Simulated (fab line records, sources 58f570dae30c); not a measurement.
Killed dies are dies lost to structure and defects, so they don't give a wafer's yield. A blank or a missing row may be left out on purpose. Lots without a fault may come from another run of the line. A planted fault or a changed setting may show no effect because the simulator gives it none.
Chamber matching | flow berkeley_cmos170 | UCB170_CONTACT_ETCH_17 on rie_diel-03: 4 sister chambers
The step etches BARC in N2/H2. 4 wafers are shown with their chamber, then 7 later ones without.

WAFERS WITH THEIR CHAMBER
wafer  | chamber | drypump_motor_current_A (A)
L534.4 | 3       | 5.7
L537.6 | 1       | 6.3
L544.2 | 2       | 6.5
L544.5 | 0       | 5.7

WAFERS WITHOUT THEIR CHAMBER
wafer  | drypump_motor_current_A (A)
L544.6 | 5.7
L548.2 | 6.5
L548.3 | 5.6
L548.6 | 6.5
L550.2 | 5.6
L550.3 | 6.5
L550.4 | 5.7

WHICH CHAMBER EACH WENT THROUGH
wafer  | from the rows above     | in truth
L544.6 | can't be placed: 0 or 3 | 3
L548.2 | 2                       | 2
L548.3 | can't be placed: 0 or 3 | 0
L548.6 | 2                       | 2
L550.2 | can't be placed: 0 or 3 | 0
L550.3 | 2                       | 2
L550.4 | can't be placed: 0 or 3 | 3
Placed correctly: 3 of 7. Can't be placed from these rows: 4 (the true chamber is among the candidates in 4). Placed wrongly: 0.
How it was worked out, from the rows above alone: a wafer's distance from a chamber is the root of the sum, over the readings, of the square of ((its reading less the chamber's mean) divided by the reading's scatter). The wafer belongs to the nearest chamber; if the next one is less than 2 further off, it can't be placed. A chamber's mean is the mean of its shown wafers. The scatter: with one shown wafer a chamber, the root of the mean of the squares of how far each hidden wafer lies from its nearest shown one.
